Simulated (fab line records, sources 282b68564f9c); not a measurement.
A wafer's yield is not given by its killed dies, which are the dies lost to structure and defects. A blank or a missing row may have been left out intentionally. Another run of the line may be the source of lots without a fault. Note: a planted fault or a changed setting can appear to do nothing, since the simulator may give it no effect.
fab line records	flow ritCmos
record lots=5	wafers=23
route steps=202 shown SILICIDE@162 CONTACT@171 M1@190
startH: hours from the record's first day to the start of the lot's first wafer shown	waitH: hours since the lot's step before	" repeats the value in the row above	L1.1+2: one row covering several wafers at once	- value missing, or start not given	* or withheld: withheld	< > ~ a bound
route shown NAME@n: names a module that has steps shown in the file, with the first one's number in the route	usual: the fault-free wafers' mean and standard deviation	same: alike in all rows	chamber/n: place in a boat	sites: per-site readings	_std_site: standard deviation across them	_edge_site: the outer-site mean with the inner-site mean subtracted	radiusMm: how far each site lies from the wafer's centre	mask NAME#n: copy n	behind: the tool/chamber that last shaped the wafer	hold: reason for holding the lot/hours on hold/outcome of the hold	device: the n, p or np transistor that did not switch	end of line: the same wafers' tests at the end of the route	for a step that has no rows: nothing shown but its recipe	killed: dies that structure and defects cost at the first sort, which is not the same as the wafer's yield	map: a wafer's dies, x killed, . not, _ none there
set.NAME: the setting as run; set.NAME@STEP: as run at that earlier step	model.NAME: the simulator's own value behind a step, which no gauge read
lots whose settings were changed on purpose; a table a step, a row a wafer
## steps
# step RIT_SILICIDE_SPUTTER_01
# recipe material=Ti	targetThkNm=30	powerW=350	chamberPressurePa=0.667	gas=Ar	timeS=240	substrateTempC=25
lot.wafer	tool	chamber	startH	waitH	set.timeS	model.Ti_of_SILICIDE_SPUTTER_01.thkNm
L081.1	pvdSputter-02	-	110.61	0.0	240	29.98
L081.2	"	-	"	"	240	29.44
L081.3	"	-	"	"	263	32.54
L081.4	"	-	"	"	263	32.57
L081.6	"	-	"	"	240	29.8
L079.1	pvdSputter-03	-	111.31	0.0	240	29.67
L079.2	"	-	"	"	240	30.04
L079.6	"	-	"	"	240	29.74
L084.1	pvdSputter-03	-	126.86	0.0	240	29.72
L084.2	"	-	"	"	240	29.89
L084.3	"	-	"	"	240	30.26
L084.4	"	-	"	"	240	30.02
L084.6	"	-	"	"	240	29.8
L083.1	pvdSputter-02	-	127.04	0.0	240	29.79
L083.2	"	-	"	"	240	29.7
L083.4	"	-	"	"	212.9	26.37
L083.5	"	-	"	"	212.9	26.57
L083.6	"	-	"	"	240	29.9
L085.1	pvdSputter-04	-	131.73	0.0	222.1	27.28
L085.2	"	-	"	"	222.1	27.59
L085.4	"	-	"	"	240	29.78
L085.5	"	-	"	"	240	29.68
L085.6	"	-	"	"	222.1	27.77
# step RIT_SILICIDE_RS_MEAS_02
# recipe thkMeasGauge=four-point-probe	reads=Ti_of_SILICIDE_SPUTTER_01
# usual SILICIDE_TI_RS=48.2/0.41
lot.wafer	tool	chamber	startH	waitH	set.timeS@SILICIDE_SPUTTER_01	SILICIDE_TI_RS[ohm/sq]
L081.1	filmMetro-04	-	110.76	0.1	240	47.9
L081.2	"	-	"	"	240	49.0
L081.3	"	-	"	"	263	43.2
L081.4	"	-	"	"	263	43.1
L081.6	"	-	"	"	240	48.3
L079.1	filmMetro-04	-	111.46	0.1	240	48.6
L079.2	"	-	"	"	240	47.7
L079.6	"	-	"	"	240	48.4
L084.1	filmMetro-03	-	127.01	0.1	240	48.5
L084.2	"	-	"	"	240	48.2
L084.3	"	-	"	"	240	47.4
L084.4	"	-	"	"	240	47.9
L084.6	"	-	"	"	240	48.4
L083.1	filmMetro-04	-	127.19	0.1	240	48.3
L083.2	"	-	"	"	240	48.5
L083.4	"	-	"	"	212.9	56.3
L083.5	"	-	"	"	212.9	55.8
L083.6	"	-	"	"	240	48.0
L085.1	filmMetro-03	-	131.88	0.1	222.1	54.0
L085.2	"	-	"	"	222.1	53.4
L085.4	"	-	"	"	240	48.4
L085.5	"	-	"	"	240	48.5
L085.6	"	-	"	"	222.1	53.0
# step RIT_SILICIDE_THK_MEAS_03
# recipe thkMeasGauge=xrf	reads=Ti_of_SILICIDE_SPUTTER_01
# usual SILICIDE_TI_THK=29.99/0.21
lot.wafer	tool	chamber	startH	waitH	set.timeS@SILICIDE_SPUTTER_01	SILICIDE_TI_THK[nm]
L081.1	filmMetro-04	-	110.88	0.1	240	30.12
L081.2	"	-	"	"	240	29.59
L081.3	"	-	"	"	263	32.68
L081.4	"	-	"	"	263	32.85
L081.6	"	-	"	"	240	29.90
L079.1	filmMetro-04	-	111.58	0.1	240	29.93
L079.2	"	-	"	"	240	30.03
L079.6	"	-	"	"	240	29.84
L084.1	filmMetro-03	-	127.13	0.1	240	29.82
L084.2	"	-	"	"	240	29.92
L084.3	"	-	"	"	240	30.32
L084.4	"	-	"	"	240	30.02
L084.6	"	-	"	"	240	29.89
L083.1	filmMetro-04	-	127.31	0.1	240	29.97
L083.2	"	-	"	"	240	29.88
L083.4	"	-	"	"	212.9	26.41
L083.5	"	-	"	"	212.9	26.69
L083.6	"	-	"	"	240	30.05
L085.1	filmMetro-03	-	132.00	0.1	222.1	27.38
L085.2	"	-	"	"	222.1	27.63
L085.4	"	-	"	"	240	29.99
L085.5	"	-	"	"	240	29.84
L085.6	"	-	"	"	222.1	27.99
# step RIT_CONTACT_COAT_03
# recipe resist=NOVOLAK	spinRpm=3250	resistThkNm=1000
lot.wafer	tool	chamber	startH	waitH	set.spinRpm	model.NOVOLAK_of_CONTACT_COAT_03.thkNm
L081.1	lithoTrack-02	0	111.51	0.1	3250	995.1
L081.2	"	0	"	"	3250	997.9
L081.3	"	0	"	"	3250	998.2
L081.4	"	0	"	"	3250	999.3
L081.6	"	0	"	"	3250	997.8
L079.1	lithoTrack-02	0	112.08	0.1	3250	999.4
L079.2	"	0	"	"	3250	999
L079.6	"	0	"	"	3250	1002
L084.1	lithoTrack-01	0	127.63	0.1	3335	991.6
L084.2	"	0	"	"	3250	1002
L084.3	"	0	"	"	3250	1005
L084.4	"	0	"	"	3335	993.6
L084.6	"	0	"	"	3335	989.6
L083.1+6	lithoTrack-03	0	127.81	0.1	3046	1034
L083.2	"	0	"	"	3250	1002
L083.4	"	0	"	"	3250	1001
L083.5	"	0	"	"	3046	1032
L085.1	lithoTrack-03	0	132.73	0.1	3250	997.5
L085.2+5	"	0	"	"	3007	1038
L085.4	"	0	"	"	3250	996.8
L085.6	"	0	"	"	3250	997.9
# step RIT_CONTACT_SOFTBAKE_04
# recipe resist=NOVOLAK	tempC=90	timeS=60
lot.wafer	tool	chamber	startH	waitH	set.timeS
L081.1+2+3+4+6	lithoTrack-02	0	111.66	0.1	60
L079.1+2+6	lithoTrack-02	0	112.23	0.1	60
L084.1+3+4	lithoTrack-01	0	127.78	0.1	60
L084.2+6	"	0	"	"	51.93
L083.1+2	lithoTrack-03	0	127.96	0.1	63.5
L083.4+5+6	"	0	"	"	60
L085.1+5	lithoTrack-03	0	132.88	0.1	60
L085.2+4+6	"	0	"	"	54.39
# step RIT_CONTACT_EXPOSE_05
# recipe maskId=M11	na=0.6	sourceShape=conventional	sigmaOuter=0.5	targetCdNm=1000	doseMj=250
# step RIT_CONTACT_PEB_06
# recipe resist=NOVOLAK	tempC=withheld	timeS=withheld
# step RIT_CONTACT_HARDBAKE_10
# recipe resist=NOVOLAK	tempC=140	timeS=60
lot.wafer	tool	chamber	startH	waitH	set.spinRpm@CONTACT_COAT_03	model.NOVOLAK_of_CONTACT_COAT_03.thkNm
L081.1	lithoTrack-03	0	112.61	0.0	3250	879.1
L081.2	"	0	"	"	3250	881.5
L081.3	"	0	"	"	3250	881.8
L081.4	"	0	"	"	3250	882.7
L081.6	"	0	"	"	3250	881.3
L079.1	lithoTrack-03	0	113.21	0.1	3250	882.8
L079.2	"	0	"	"	3250	882.4
L079.6	"	0	"	"	3250	885.5
L084.1	lithoTrack-02	0	128.66	0.0	3335	875.9
L084.2	"	0	"	"	3250	885
L084.3	"	0	"	"	3250	888
L084.4	"	0	"	"	3335	877.8
L084.6	"	0	"	"	3335	874.3
L083.1	lithoTrack-02	0	128.81	0.0	3046	913.1
L083.2	"	0	"	"	3250	885.1
L083.4	"	0	"	"	3250	884.4
L083.5	"	0	"	"	3046	911.2
L083.6	"	0	"	"	3046	912.9
L085.1	lithoTrack-01	0	134.07	0.3	3250	881.2
L085.2+5	"	0	"	"	3007	916.2
L085.4	"	0	"	"	3250	880.5
L085.6	"	0	"	"	3250	881.5
# step RIT_CONTACT_ETCH_11
# recipe targetDepthA=4800	overEtchFrac=0.2	stopOn=TiSi2	chemistry=CHF3/CF4/Ar	target=SiO2	CHF3_flow_sccm=50	cf4FlowSccm=10	Ar_flow_sccm=100	O2_flow_sccm=5	pressureMtorr=100	rfW=200	timeS=320
lot.wafer	tool	chamber	startH	waitH	set.spinRpm@CONTACT_COAT_03	model.NOVOLAK_of_CONTACT_COAT_03.thkNm
L081.1	rieDiel-04	0	112.76	0.1	3250	766.1
L081.2	"	2	"	"	3250	765.1
L081.3	"	1	"	"	3250	767
L081.4	"	3	"	"	3250	765.2
L081.6	"	2	"	"	3250	765.6
L079.1	rieDiel-03	1	113.36	0.1	3250	772.9
L079.2	"	2	"	"	3250	767.7
L079.6	"	3	"	"	3250	774.3
L084.1	rieDiel-03	2	128.81	0.1	3335	759.8
L084.2	"	1	"	"	3250	775.4
L084.3	"	3	"	"	3250	775
L084.4	"	3	"	"	3335	764
L084.6	"	2	"	"	3335	758.6
L083.1	rieDiel-04	0	128.96	0.1	3046	800.7
L083.2	"	3	"	"	3250	766.5
L083.4	"	2	"	"	3250	767.9
L083.5	"	3	"	"	3046	791.7
L083.6	"	0	"	"	3046	800.1
L085.1	rieDiel-02	0	134.22	0.1	3250	764.5
L085.2	"	3	"	"	3007	798.4
L085.4	"	1	"	"	3250	771.3
L085.5	"	1	"	"	3007	806.6
L085.6	"	2	"	"	3250	767.1
# step RIT_M1_EXPOSE_06
# recipe maskId=M12	na=0.6	sourceShape=conventional	sigmaOuter=0.5	targetCdNm=2600	doseMj=250
lot.wafer	tool	chamber	startH	waitH	mask	set.doseMj
L081.1+3+6	ilineStepper-02	0	114.65	0.2	M12#0	250
L081.2+4	"	0	"	"	M12#0	258.2
L079.1+2+6	ilineStepper-01	0	115.25	0.2	M12#0	250
L084.1+2+3+4+6	ilineStepper-02	0	130.97	0.3	M12#0	250
L083.1+6	ilineStepper-02	0	131.09	0.4	M12#0	250
L083.2+4+5	"	0	"	"	M12#0	268.4
L085.1+6	ilineStepper-01	0	136.12	0.2	M12#0	268.4
L085.2+4+5	"	0	"	"	M12#0	250
# step RIT_M1_PEB_07
# recipe resist=NOVOLAK	tempC=withheld	timeS=withheld
# step RIT_M1_DEVELOP_08
# recipe resist=NOVOLAK	developTimeS=68	devTempC=23
# step RIT_M1_CD_MEAS_09
# recipe targetCdNm=2600
# usual cdNm=2599.5/1.9
lot.wafer	tool	chamber	startH	waitH	set.doseMj@M1_EXPOSE_06	cdNm
L081.1	cdSem-02	-	115.08	-	250	2599.3
L081.2	"	-	"	"	258.2	2590.7
L081.3	"	-	"	"	250	2599.3
L081.4	"	-	"	"	258.2	2589.3
L081.6	"	-	"	"	250	2598.6
L079.1	cdSem-02	-	115.80	-	250	2598.7
L079.2	"	-	"	"	250	2598.6
L079.6	"	-	"	"	250	2597.8
L084.1	cdSem-01	-	131.45	-	250	2602.1
L084.2	"	-	"	"	250	2599.2
L084.3	"	-	"	"	250	2599.6
L084.4	"	-	"	"	250	2601.4
L084.6	"	-	"	"	250	2604.0
L083.1	cdSem-02	-	131.64	-	250	2602.6
L083.2	"	-	"	"	268.4	2582.1
L083.4	"	-	"	"	268.4	2581.5
L083.5	"	-	"	"	268.4	2580.2
L083.6	"	-	"	"	250	2599.7
L085.1	cdSem-02	-	136.60	-	268.4	2580.6
L085.2	"	-	"	"	250	2601.9
L085.4	"	-	"	"	250	2601.2
L085.5	"	-	"	"	250	2599.2
L085.6	"	-	"	"	268.4	2581.3
# step RIT_M1_HARDBAKE_11
# recipe resist=NOVOLAK	tempC=140	timeS=120
# step RIT_M1_METAL_ETCH_12
# recipe stopOn=SiO2	chemistry=Cl2/BCl3	target=Al	timeS=165	overEtchFrac=0.5	pressureMtorr=100	targetDepthA=6000	rfW=250	Cl2_flow_sccm=60	bcl3FlowSccm=50
lot.wafer	tool	chamber	startH	waitH	set.doseMj@M1_EXPOSE_06	model.M1.cdNm
L081.1+3	rieMetal-01	0,1	115.48	0.2	250	2601
L081.2	"	1	"	"	258.2	2591
L081.4	"	0	"	"	258.2	2590
L081.6	"	0	"	"	250	2600
L079.1	rieMetal-02	0	116.20	0.2	250	2600
L079.2	"	1	"	"	250	2602
L079.6	"	0	"	"	250	2598
L084.1+4	rieMetal-01	0,1	132.19	0.2	250	2602
L084.2	"	1	"	"	250	2600
L084.3	"	0	"	"	250	2599
L084.6	"	1	"	"	250	2604
L083.1	rieMetal-02	0	132.44	0.2	250	2604
L083.2	"	1	"	"	268.4	2587
L083.4	"	0	"	"	268.4	2582
L083.5	"	1	"	"	268.4	2585
L083.6	"	0	"	"	250	2601
L085.1	rieMetal-04	0	137.00	0.2	268.4	2576
L085.2	"	0	"	"	250	2598
L085.4	"	0	"	"	250	2597
L085.5	"	0	"	"	250	2595
L085.6	"	0	"	"	268.4	2578
# step RIT_M1_STRIP_13
# recipe chemistry=nmp	resist=NOVOLAK	tempC=80	timeS=600	dry=n2Spin
# step RIT_M1_STRIP_14
# recipe chemistry=O2	timeS=180	platenTempC=withheld	powerW=500	pressureMtorr=4000	o2FlowSccm=4000
# step RIT_M1_CD_MEAS_90
# recipe targetCdNm=2600
# usual cdNm=2600.3/3
lot.wafer	tool	chamber	startH	waitH	set.doseMj@M1_EXPOSE_06	cdNm
L081.1	cdSem-02	-	115.99	0.1	250	2600.6
L081.2	"	-	"	"	258.2	2590.7
L081.3	"	-	"	"	250	2600.7
L081.4	"	-	"	"	258.2	2590.5
L081.6	"	-	"	"	250	2600.1
L079.1	cdSem-01	-	116.73	0.1	250	2599.5
L079.2	"	-	"	"	250	2602.3
L079.6	"	-	"	"	250	2598.3
L084.1	cdSem-01	-	132.70	0.1	250	2602.4
L084.2	"	-	"	"	250	2599.9
L084.3	"	-	"	"	250	2599.3
L084.4	"	-	"	"	250	2602.1
L084.6	"	-	"	"	250	2604.2
L083.1	cdSem-02	-	132.95	0.1	250	2603.9
L083.2	"	-	"	"	268.4	2587.0
L083.4	"	-	"	"	268.4	2582.1
L083.5	"	-	"	"	268.4	2585.1
L083.6	"	-	"	"	250	2600.8
L085.1	cdSem-02	-	137.71	0.1	268.4	2575.9
L085.2	"	-	"	"	250	2598.1
L085.4	"	-	"	"	250	2597.4
L085.5	"	-	"	"	250	2594.9
L085.6	"	-	"	"	268.4	2577.7
## key
split step=RIT_SILICIDE_SPUTTER_01	setting=timeS	stated=240	by=wafer
response step=RIT_SILICIDE_SPUTTER_01	reading=model.Ti_of_SILICIDE_SPUTTER_01.thkNm	change=+0.294	per=1%	r=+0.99
response step=RIT_SILICIDE_RS_MEAS_02	reading=SILICIDE_TI_RS	change=-0.635	per=1%	r=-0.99
response step=RIT_SILICIDE_THK_MEAS_03	reading=SILICIDE_TI_THK	change=+0.302	per=1%	r=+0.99
split step=RIT_CONTACT_COAT_03	setting=spinRpm	stated=3250	by=wafer
response step=RIT_CONTACT_COAT_03	reading=model.NOVOLAK_of_CONTACT_COAT_03.thkNm	change=-5.19	per=1%	r=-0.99
response step=RIT_CONTACT_HARDBAKE_10	reading=model.NOVOLAK_of_CONTACT_COAT_03.thkNm	change=-4.54	per=1%	r=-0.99
response step=RIT_CONTACT_ETCH_11	reading=model.NOVOLAK_of_CONTACT_COAT_03.thkNm	change=-4.78	per=1%	r=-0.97
split step=RIT_CONTACT_SOFTBAKE_04	setting=timeS	stated=60	by=wafer
response none clear
split step=RIT_M1_EXPOSE_06	setting=doseMj	stated=250	by=wafer
response step=RIT_M1_CD_MEAS_09	reading=cdNm	change=-2.7	per=1%	r=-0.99
response step=RIT_M1_METAL_ETCH_12	reading=model.M1.cdNm	change=-2.6	per=1%	r=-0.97
response step=RIT_M1_CD_MEAS_90	reading=cdNm	change=-2.6	per=1%	r=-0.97
